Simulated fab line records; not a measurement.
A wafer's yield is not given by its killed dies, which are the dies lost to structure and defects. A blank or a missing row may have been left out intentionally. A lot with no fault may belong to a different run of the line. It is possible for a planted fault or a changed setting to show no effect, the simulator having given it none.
Which of the tools did it?    flow berkeleyCmos170    Sampling: 14 lots, 42 wafers, 3 of 331 route steps

== WHAT EACH GAUGE READ, for each wafer ==
UCB170_NLDD_OVL_MEAS_07. Usual: NLDD_OVL gives -2 nm (standard deviation 5.7).
lot   measured      on          NLDD_OVL (nm)  flag
L955  day 7 15:52   overlay-02  7 6 2          
L953  day 7 16:03   overlay-01  -10 -3 5       
L952  day 7 16:18   overlay-02  5 -4 1         
L958  day 8 21:20   overlay-01  1 5 -2         
L957  day 8 21:37   overlay-01  2 2 6          
L959  day 8 21:55   overlay-01  -14 -12 -12    
L964  day 9 12:02   overlay-02  -11 -5 -3      
L960  day 9 12:08   overlay-01  3 -6 -1        
L961  day 9 12:17   overlay-02  8 6 0          
L965  day 10 00:05  overlay-02  -7 -7 -11      
L967  day 10 22:23  overlay-01  -4 -4 1        
L969  day 10 22:38  overlay-01  -1 5 3         
L972  day 11 13:53  overlay-01  -7 -1 -9       
L974  day 12 04:55  overlay-01  -8 -10 -7      

UCB170_SDANNEAL_RS_MEAS_03: uses a four-point probe to measure. Usual: NSD_RS gives 37.08 ohm/sq (standard deviation 0.1).
lot   measured      on            NSD_RS (ohm/sq)    flag
L955  day 8 05:36   filmMetro-03  37.21 37.18 37.21  
L953  day 8 05:52   filmMetro-02  37.38 37.35 37.18  
L952  day 8 06:05   filmMetro-03  36.88 36.94 36.98  
L958  day 9 08:42   filmMetro-04  37.03 37.02 37.01  
L957  day 9 09:08   filmMetro-04  37.03 37.00 37.07  
L959  day 9 09:19   filmMetro-03  37.09 37.01 37.06  
L964  day 10 00:16  filmMetro-02  37.09 37.06 37.02  
L960  day 9 23:49   filmMetro-03  37.14 37.16 37.17  
L961  day 10 00:41  filmMetro-04  37.18 37.22 37.20  
L965  day 10 10:47  filmMetro-02  37.11 37.08 37.11  
L967  day 11 13:32  filmMetro-04  37.17 37.18 37.03  
L969  day 11 13:06  filmMetro-03  36.90 36.98 36.96  
L972  day 12 05:46  filmMetro-03  37.09 37.08 37.05  
L974  day 12 17:07  filmMetro-03  37.19 37.16 37.22  

== EACH LOT AND THE TOOL THAT RAN IT (in order: tool; ch and the chambers of the sampled wafers; start) ==
lot   UCB170_SDANNEAL_RTA_00
L955  rtpAnneal-02 ch 0, day 8 05:19
L953  rtpAnneal-01 ch 0, day 8 05:34
L952  rtpAnneal-01 ch 0, day 8 05:46
L958  rtpAnneal-01 ch 0, day 9 08:26
L957  rtpAnneal-02 ch 0, day 9 08:54
L959  rtpAnneal-01 ch 0, day 9 09:04
L964  rtpAnneal-01 ch 0, day 10 00:01
L960  rtpAnneal-02 ch 0, day 9 23:34
L961  rtpAnneal-02 ch 0, day 10 00:26
L965  rtpAnneal-02 ch 0, day 10 10:32
L967  rtpAnneal-02 ch 0, day 11 13:17
L969  rtpAnneal-02 ch 0, day 11 12:50
L972  rtpAnneal-02 ch 0, day 12 05:29
L974  rtpAnneal-02 ch 0, day 12 16:53
- UCB170_SDANNEAL_RTA_00: time 10 s.

== AS READ BY THE TOOLS THEMSELVES (means over the sampled wafers that have a number; for cases with no such wafer, the mark the record gives instead) ==
UCB170_SDANNEAL_RTA_00. Usual: annealTempCMax 905.2, standard deviation 0.9; chamberO2Ppm 2.006, standard deviation 0.021; lampPowerPct 25.7 %, standard deviation 0.49; wafer_temp_C_max 903.9, standard deviation 0.78.
lot   tool          annealTempCMax  chamberO2Ppm  lampPowerPct (%)  wafer_temp_C_max  flag
L955  rtpAnneal-02  904.6           1.998         25.2              904.7             
L953  rtpAnneal-01  905.1           2.000         26.2              904.3             
L952  rtpAnneal-01  907.1           2.003         26.2              904.3             
L958  rtpAnneal-01  905.2           2.029         26.2              903.7             
L957  rtpAnneal-02  905.5           1.996         25.2              904.6             
L959  rtpAnneal-01  904.7           2.011         26.2              903.9             
L964  rtpAnneal-01  906.1           2.026         26.2              904.0             
L960  rtpAnneal-02  904.6           2.045         25.2              904.6             
L961  rtpAnneal-02  904.7           2.033         25.2              903.9             
L965  rtpAnneal-02  905.3           1.995         25.2              904.0             
L967  rtpAnneal-02  905.4           1.995         25.2              903.6             
L969  rtpAnneal-02  905.3           2.009         25.2              903.8             
L972  rtpAnneal-02  905.0           1.986         25.2              904.9             
L974  rtpAnneal-02  905.3           2.005         25.2              904.0             

== THE ANSWER, worked out from the rows above alone ==
Rule: a lot counts as off when the mean over its wafers that have a number is more than 3 standard deviations away from the usual mean. Also off: a lot with no number at a reading for which 4 or more lots have one. Where the step has rows for the other lots, those lots are counted as sound. The gauges are gone through in route order, then the tools' own readings, and for those a lot's mean is taken as printed above. The first step at which some lot is off is used, and at that step the reading that is off furthest; a lot without a number counts as furthest.
No lot is off on any of the readings shown, so nothing can be concluded from this.

== WHAT WAS PUT IN BY THE SIMULATOR ==
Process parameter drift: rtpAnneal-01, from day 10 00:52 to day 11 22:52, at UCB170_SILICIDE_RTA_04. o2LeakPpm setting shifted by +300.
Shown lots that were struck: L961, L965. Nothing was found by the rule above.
